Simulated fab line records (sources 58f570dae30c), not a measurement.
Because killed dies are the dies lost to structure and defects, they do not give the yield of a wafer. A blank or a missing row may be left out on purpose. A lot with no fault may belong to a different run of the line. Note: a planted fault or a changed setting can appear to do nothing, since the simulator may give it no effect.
Split-lot experiment + flow berkeley cmos170 + 5 lots, 23 wafers read, on a route of 331 steps

ON THE SPLIT
At UCB170_ACTIVE_OXIDATION_02 (target thk 26.4 nm, ox time 1260 s), the setting ox time s was moved away from the recipe's 1260 s on 20 of the 23 wafers read, by +7.1% to +12.5%. For the rest of the wafers, this setting stayed at what the recipe calls for.

The reading comes from the split's own step.

THE READING
SiO2_of_ACTIVE_OXIDATION_02.thk nm (the simulator's own value, which no gauge read), in nm, at UCB170_ACTIVE_OXIDATION_02 (target thk 26.4 nm, ox time 1260 s). There is no usual value for it anywhere in the file. Here, 3 wafers ran the recipe; their average is 26.90 nm with a standard deviation of 0.17 nm.

| wafer  | tool, chamber at the split | ox time s as run, s | against the recipe | SiO2_of_ACTIVE_OXIDATION_02.thk nm, nm | against lot-mates on the recipe |
|--------|----------------------------|---------------------|--------------------|----------------------------------------|---------------------------------|
| L074.1 | -, -                       | 1349                | +7.1%              | 27.78                                  | no lot-mate on the recipe       |
| L074.2 | -, -                       | 1349                | +7.1%              | 27.41                                  | no lot-mate on the recipe       |
| L074.3 | -, -                       | 1349                | +7.1%              | 27.58                                  | no lot-mate on the recipe       |
| L074.5 | -, -                       | 1349                | +7.1%              | 27.56                                  | no lot-mate on the recipe       |
| L074.6 | -, -                       | 1349                | +7.1%              | 27.47                                  | no lot-mate on the recipe       |
| L078.1 | -, -                       | 1417                | +12.5%             | 28.91                                  | no lot-mate on the recipe       |
| L078.2 | -, -                       | 1417                | +12.5%             | 28.84                                  | no lot-mate on the recipe       |
| L078.3 | -, -                       | 1417                | +12.5%             | 28.67                                  | no lot-mate on the recipe       |
| L078.4 | -, -                       | 1417                | +12.5%             | 28.8                                   | no lot-mate on the recipe       |
| L078.6 | -, -                       | 1417                | +12.5%             | 28.54                                  | no lot-mate on the recipe       |
| L079.1 | -, -                       | 1370                | +8.7%              | 27.87                                  | no lot-mate on the recipe       |
| L079.2 | -, -                       | 1370                | +8.7%              | 28                                     | no lot-mate on the recipe       |
| L079.3 | -, -                       | 1370                | +8.7%              | 28.13                                  | no lot-mate on the recipe       |
| L079.4 | -, -                       | 1370                | +8.7%              | 27.72                                  | no lot-mate on the recipe       |
| L079.6 | -, -                       | 1370                | +8.7%              | 27.79                                  | no lot-mate on the recipe       |
| L081.1 | -, -                       | 1363                | +8.2%              | 27.36                                  | no lot-mate on the recipe       |
| L081.2 | -, -                       | 1363                | +8.2%              | 27.54                                  | no lot-mate on the recipe       |
| L081.3 | -, -                       | 1363                | +8.2%              | 27.42                                  | no lot-mate on the recipe       |
| L081.4 | -, -                       | 1363                | +8.2%              | 27.96                                  | no lot-mate on the recipe       |
| L081.6 | -, -                       | 1363                | +8.2%              | 27.84                                  | no lot-mate on the recipe       |
| L082.3 | furnace-01, 0              | 1260                | recipe             | 26.98                                  | -                               |
| L082.4 | furnace-01, 0              | 1260                | recipe             | 27.06                                  | -                               |
| L082.5 | furnace-01, 0              | 1260                | recipe             | 26.66                                  | -                               |

THE FIT
A straight line over all 23 wafers: SiO2_of_ACTIVE_OXIDATION_02.thk nm changes by +0.148 nm for each +1% of ox time s; r = +0.90; the points scatter about the line by 0.27 nm.
Too few moved wafers with a lot-mate on the recipe to fit a line net of each lot's own level.

FILE'S OWN FIT
SiO2_of_ACTIVE_OXIDATION_02.thk nm changes by +0.148 nm for each +1% of ox time s, r = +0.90.
